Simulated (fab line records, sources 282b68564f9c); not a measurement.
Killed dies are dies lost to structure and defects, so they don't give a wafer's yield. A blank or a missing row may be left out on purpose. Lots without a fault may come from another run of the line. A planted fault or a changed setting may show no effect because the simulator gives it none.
A struck lot beside a sound one | flow rit_cmos | 21 steps out of a route of 202
Sound: wafers L855.1, L855.2, L855.6. Struck: wafers L866.2, L866.3, L866.6. The cause comes at the end.
At each step with rows: each side's tool, then ch and its chambers, then its first start. Under that, the readings that differ: sound wafers | struck wafers | difference of the means | sigmas: that difference in standard deviations of wafers without a fault.
alike: readings whose means differ by less than 2 such deviations, and words and numbers that are the same on both sides. not compared: withheld readings, readings that some wafer has no value for, bounds like >300 that may hide the same value, and numbers for which the record gives no deviation and whose values overlap.
The two part at a step that has a row with sigmas, a row that says differs or no value, or rows on one side only. Numbers that don't overlap but have no deviation are shown without sigmas and don't part them. A reading that every wafer of one side lacks parts them only if that side has two wafers or more.

RIT_GATE_CD_MEAS_16: target cd 150 nm.
  sound on cd_sem-01, day 4 09:26; struck on cd_sem-02, day 6 16:19
  alike: cd_nm
RIT_GATE_OVL_MEAS_17:
  sound on overlay-01, day 4 09:34; struck on overlay-01, day 6 16:25
  alike: GATE_OVL
then, 1 step without rows for these wafers: RIT_GATE_HARDBAKE_18 (time 60 s).
RIT_GATE_ETCH_19: etches poly-Si in SF6/CHF3/O2, stops on SiO2, time 165 s, target depth 312.5 nm.
  sound on rie_si-01 ch 2,3, day 4 09:50; struck on rie_si-02 ch 1,2,3, day 6 16:35
  alike: drypump_motor_current_A, oes_product_au, throttle_valve_pct
  not compared: rf_hours_counter_h
RIT_GATE_STRIP_20: strips in O2, time 180 s.
  sound on plasma_asher-03 ch 0,1, day 4 09:56; struck on plasma_asher-04 ch 0,1, day 6 16:42
  alike: drypump_motor_current_A
  not compared: rf_hours_counter_h
RIT_GATE_CD_MEAS_90: target cd 150 nm.
  sound on cd_sem-01, day 4 10:07; struck on cd_sem-01, day 6 16:54
  alike: cd_nm
then, 4 steps without rows for these wafers: RIT_REOX_CLEAN_00 (cleans in SC1, time 600 s); RIT_REOX_CLEAN_01 (cleans in dHF, time 30 s); RIT_REOX_CLEAN_02 (cleans in SC2, time 600 s); RIT_REOX_OXIDATION_03 (target thk 25.2 nm, ox time 5580 s).
RIT_REOX_THK_MEAS_04:
  sound on film_metro-04, day 4 13:11; struck on film_metro-04, day 6 20:54
  reading             | sound          | struck         | difference | sigmas
  REOX_OXIDE_THK (nm) | 25.4 25.8 25.2 | 24.4 24.6 24.4 | -1.0       | -2
then, 1 step without rows for these wafers: RIT_NLDD_HMDS_00 (prime time 60 s).
RIT_NLDD_COAT_01: resist thk 1000 nm.
  sound on litho_track-01 ch 0, day 4 13:23; struck on litho_track-01 ch 0, day 6 21:08
  reading                                   | sound                | struck               | difference | sigmas
  spin_speed_rpm (rpm)                      | 3249.1 3247.8 3247.0 | 3159.8 3160.7 3159.0 | -88.1      | -42
  model.NOVOLAK_of_NLDD_COAT_01.thk_nm (nm) | 1002 1001 999.6      | 1022 1019 1017       | +18        |
  alike: dispense_pressure_kPa
then, 4 steps without rows for these wafers: RIT_NLDD_SOFTBAKE_02 (time 60 s); RIT_NLDD_EXPOSE_03 (exposes mask M7, target cd 40700 nm); RIT_NLDD_PEB_04; RIT_NLDD_DEVELOP_05 (develop time 50 s).
RIT_NLDD_OVL_MEAS_06:
  sound on overlay-01, day 4 14:05; struck on overlay-01, day 6 21:49
  alike: NLDD_OVL
RIT_NLDD_HARDBAKE_07: time 60 s.
  sound on litho_track-01 ch 0, day 4 14:08; struck on litho_track-02 ch 0, day 6 22:01
  reading                                   | sound             | struck        | difference | sigmas
  model.NOVOLAK_of_NLDD_COAT_01.thk_nm (nm) | 885.4 884.9 883.5 | 903 900.7 899 | +16        |
then, 2 steps without rows for these wafers: RIT_NLDD_IMPLANT_08; RIT_M1_PROBE_99.

WHERE THEY PART
First at RIT_REOX_THK_MEAS_04; last, within this record, at RIT_NLDD_COAT_01. Later steps at which nothing parts them and some readings are alike: RIT_NLDD_OVL_MEAS_06.

WHY: what the simulator had put in
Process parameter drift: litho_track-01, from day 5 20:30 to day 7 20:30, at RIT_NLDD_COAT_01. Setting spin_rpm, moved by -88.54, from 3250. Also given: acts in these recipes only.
